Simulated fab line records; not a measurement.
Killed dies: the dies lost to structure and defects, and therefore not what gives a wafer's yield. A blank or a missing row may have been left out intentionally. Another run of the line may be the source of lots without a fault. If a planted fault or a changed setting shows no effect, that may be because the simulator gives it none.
A struck lot beside a sound one	flow berkeleyCmos170	44 steps out of a route of 331
Sound: these wafers, L297.1, L297.5, L297.6. The struck wafers were L306.1, L306.3, L306.4. The cause is given at the end.
Order at every step that has rows: each side's tool, ch and its chambers, its first start. Under that, the readings that differ: sound wafers	struck wafers	difference of the means	sigmas: that difference in standard deviations of wafers without a fault.
alike: words and numbers the same on both sides, and readings whose means are apart by under 2 such deviations; not compared: readings that were withheld, readings missing a value for some wafer, numbers with overlapping values and no deviation given by the record, and bounds like >300 which may hide the same value.
Wherever a step has rows on one side only, a row that says differs or no value, or a row with sigmas, the two part there. Non-overlapping numbers with no deviation appear without sigmas and do not part them. A reading that every wafer of one side lacks parts them only if that side has two wafers or more.

UCB170_GATE_ETCH_15: etches poly-Si in HBr/Cl2, stops on SiO2, time 56.3 s, target depth 278.2 nm.
  sound on rieSi-02 ch 1,2, day 7 11:52; struck on rieSi-02 ch 0,1,3, day 10 09:51
  alike: drypumpMotorCurrentA, oesProductAu, rfFwdPowerW, throttleValvePct
  not compared: rfHoursCounterH
UCB170_GATE_STRIP_16: strips in O2.
  sound on plasmaAsher-03 ch 0,1, day 7 11:55; struck on plasmaAsher-03 ch 0,1, day 10 09:54
  alike: drypumpMotorCurrentA, oesProductAu
  not compared: rfHoursCounterH
UCB170_GATE_CD_MEAS_90: target cd 350 nm.
  sound on cdSem-01, day 7 12:01; struck on cdSem-01, day 10 10:00
  alike: cdNm
then, 7 steps without rows for these wafers: UCB170_GATE_CLEAN_17 (cleans in SPM, time 600 s); UCB170_PLDD_HMDS_00 (prime time 60 s); UCB170_PLDD_COAT_01 (resist thk 900 nm); UCB170_PLDD_SOFTBAKE_02 (time 60 s); UCB170_PLDD_EXPOSE_03 (exposes mask PSELECT, target cd 1200 nm); UCB170_PLDD_PEB_04; UCB170_PLDD_DEVELOP_05 (develop time 45 s).
UCB170_PLDD_CD_MEAS_06: target cd 1200 nm.
  sound on cdSem-01, day 7 15:45; struck on cdSem-01, day 10 11:35
  alike: cdNm
UCB170_PLDD_OVL_MEAS_07:
  sound on overlay-01, day 7 15:52; struck on overlay-01, day 10 11:43
  alike: PLDD_OVL
UCB170_PLDD_IMPLANT_08:
  sound on implanter-04 ch 0, day 7 15:54; struck on implanter-04 ch 0, day 10 11:45
reading	sound	struck	difference	sigmas
tiltDeg (degrees)	6.990 6.989 6.995	8.065 8.092 8.040	+1.074	+57
following that, these wafers have no rows for 1 step: UCB170_PLDD_IMPLANT_09.
UCB170_PLDD_STRIP_10: strips in O2.
  sound on plasmaAsher-04 ch 0,1, day 7 16:12; struck on plasmaAsher-02 ch 0,1, day 10 12:03
  alike: drypumpMotorCurrentA, oesProductAu, stripTimeToEndpointS
  not compared: rfHoursCounterH
UCB170_PLDD_TW_MEAS_11:
  sound on filmMetro-04, day 7 16:18; struck on filmMetro-02, day 10 12:09
  alike: PLDD_TW
then, 7 steps without rows for these wafers: UCB170_PLDD_CLEAN_12 (cleans in SPM, time 600 s); UCB170_NLDD_HMDS_00 (prime time 60 s); UCB170_NLDD_COAT_01 (resist thk 900 nm); UCB170_NLDD_SOFTBAKE_02 (time 60 s); UCB170_NLDD_EXPOSE_03 (exposes mask NSELECT, target cd 1200 nm); UCB170_NLDD_PEB_04; UCB170_NLDD_DEVELOP_05 (develop time 45 s).
UCB170_NLDD_CD_MEAS_06: target cd 1200 nm.
  sound on cdSem-01, day 7 19:32; struck on cdSem-01, day 10 13:34
  alike: cdNm
UCB170_NLDD_OVL_MEAS_07:
  sound on overlay-02, day 7 19:40; struck on overlay-01, day 10 13:41
  alike: NLDD_OVL
then, 2 steps without rows for these wafers: UCB170_NLDD_IMPLANT_08; UCB170_NLDD_IMPLANT_09.
UCB170_NLDD_STRIP_10: strips in O2.
  sound on plasmaAsher-03 ch 0,1, day 7 19:59; struck on plasmaAsher-04 ch 0,1, day 10 14:02
  alike: drypumpMotorCurrentA, oesProductAu, stripTimeToEndpointS
  not compared: rfHoursCounterH
UCB170_NLDD_TW_MEAS_11:
  sound on filmMetro-02, day 7 20:05; struck on filmMetro-01, day 10 14:08
reading	sound	struck	difference	sigmas
NLDD_TW	2183 2191 2198	2234 2234 2240	+45	+2
then, 1 step without rows for these wafers: UCB170_NLDD_CLEAN_12 (cleans in SPM, time 600 s).
UCB170_SPACER_CVD_00: deposits SiO2 from TEOS/O2, target thk 376 nm, time 47 s.
  sound on pecvd-01 ch 0,1,2, day 7 20:20; struck on pecvd-03 ch 0,1,2, day 10 14:22
  alike: heaterPowerW, rfFwdPowerW
UCB170_SPACER_THK_MEAS_01:
  sound on filmMetro-02, day 7 20:22; struck on filmMetro-04, day 10 14:25
  alike: SPACER_TEOS_THK
then, 8 steps without rows for these wafers: UCB170_SPACER_ANNEAL_02 (time 1800 s); UCB170_SPACER_ETCHBACK_03 (etches SiO2 in CHF3/CF4/Ar, stops on Si, target depth 376 nm, time 100 s); UCB170_PSD_HMDS_00 (prime time 60 s); UCB170_PSD_COAT_01 (resist thk 900 nm); UCB170_PSD_SOFTBAKE_02 (time 60 s); UCB170_PSD_EXPOSE_03 (exposes mask PSELECT MOD, target cd 1200 nm); UCB170_PSD_PEB_04; UCB170_PSD_DEVELOP_05 (develop time 45 s).
UCB170_PSD_CD_MEAS_06: target cd 1200 nm.
  sound on cdSem-02, day 8 05:01; struck on cdSem-02, day 10 23:47
  alike: cdNm
UCB170_PSD_OVL_MEAS_07:
  sound on overlay-01, day 8 05:08; struck on overlay-02, day 10 23:55
  alike: PSD_OVL
UCB170_SDANNEAL_RS_MEAS_04: uses a four-point probe to measure.
  sound on filmMetro-02, day 8 08:28; struck on filmMetro-01, day 11 03:13
reading	sound	struck	difference	sigmas
PLDD_RS (ohm/sq)	1031.5 1032.8 1033.2	- - -	no value on the struck wafers	
following that, these wafers have no rows for 1 step: UCB170_M3_PROBE_99.

== WHERE THEY PART ==
Last at UCB170_SDANNEAL_RS_MEAS_04 as far as this record goes, first at UCB170_PLDD_IMPLANT_08.

WHY: what had been put in by the simulator
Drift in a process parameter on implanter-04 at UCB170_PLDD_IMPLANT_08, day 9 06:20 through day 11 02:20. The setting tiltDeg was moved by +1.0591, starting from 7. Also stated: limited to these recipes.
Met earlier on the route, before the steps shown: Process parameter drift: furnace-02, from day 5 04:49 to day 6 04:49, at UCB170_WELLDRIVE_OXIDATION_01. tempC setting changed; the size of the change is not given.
